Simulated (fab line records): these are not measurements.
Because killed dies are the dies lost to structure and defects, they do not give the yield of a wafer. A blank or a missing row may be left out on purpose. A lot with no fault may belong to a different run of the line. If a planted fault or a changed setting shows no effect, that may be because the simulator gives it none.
What tool caused it? -- flow ritCmos -- 7 lots with 21 wafers sampled at 2 steps, on a route of 202 steps

## WHAT THE GAUGES SHOWED, per wafer
RIT_WELLDRIVE_RS_MEAS_02: measurement is done with a four-point probe.
lot,measured,on,PWELL_RS (ohm/sq)
L735,day 2 16:43,filmMetro-02,429.9 429.1 430.6
L737,day 3 01:04,filmMetro-03,431.0 430.6 430.3
L739,day 3 10:24,filmMetro-02,429.5 428.2 429.0
L742,day 4 01:58,filmMetro-02,429.3 429.4 428.9
L747,day 5 00:50,filmMetro-01,436.5 435.6 436.3
L754,day 6 13:54,filmMetro-03,429.0 428.9 428.8
L756,day 6 21:04,filmMetro-01,429.8 429.1 429.6

## EACH LOT AND THE TOOL THAT RAN IT (in order: tool; ch and the chambers of the sampled wafers; start)
lot,RIT_PWELL_IMPLANT_08
L735,"implanter-03 ch 0, day 2 09:26"
L737,"implanter-03 ch 0, day 2 19:29"
L739,"implanter-04 ch 0, day 3 03:08"
L742,"implanter-03 ch 0, day 3 18:01"
L747,"implanter-01 ch 0, day 4 18:01"
L754,"implanter-04 ch 0, day 6 08:19"
L756,"implanter-04 ch 0, day 6 15:21"
- RIT_PWELL_IMPLANT_08

## THE ANSWER, worked out from the rows above alone
Rule: what is usual is taken from the lots themselves. Put in order of their means at a reading, lots are off if they are a third of the lots or fewer, leave a main group of 4 or more, and stand apart from it by a gap of 3 or more times the standard deviation of the main group's means; of several such gaps the widest counts. A main group is skipped when, at the precision printed for the reading in the tables above, its means are all equal. Also off: a lot with no number at a reading for which 4 or more lots have one. All remaining lots with rows at the step are treated as sound.
Off: at RIT_WELLDRIVE_RS_MEAS_02 (PWELL_RS), L747. The main group: mean 429.5 ohm/sq, standard deviation 0.61.
A tool fits if, at a process step before that reading, it ran every lot that is off, and no sound lot after the first of them. Gauges at RIT_WELLDRIVE_RS_MEAS_02: tried the same way as those tools. One fits: implanter-01 at RIT_PWELL_IMPLANT_08. It ran no sound lot before its first lot that is off in this sample, so the start can't be narrowed down.

## WHAT THE SIMULATOR HAD PUT IN
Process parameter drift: implanter-01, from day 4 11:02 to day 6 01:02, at RIT_PWELL_IMPLANT_08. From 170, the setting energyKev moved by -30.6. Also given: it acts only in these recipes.
Lots struck among those shown: L747. The rule given above showed the same thing.
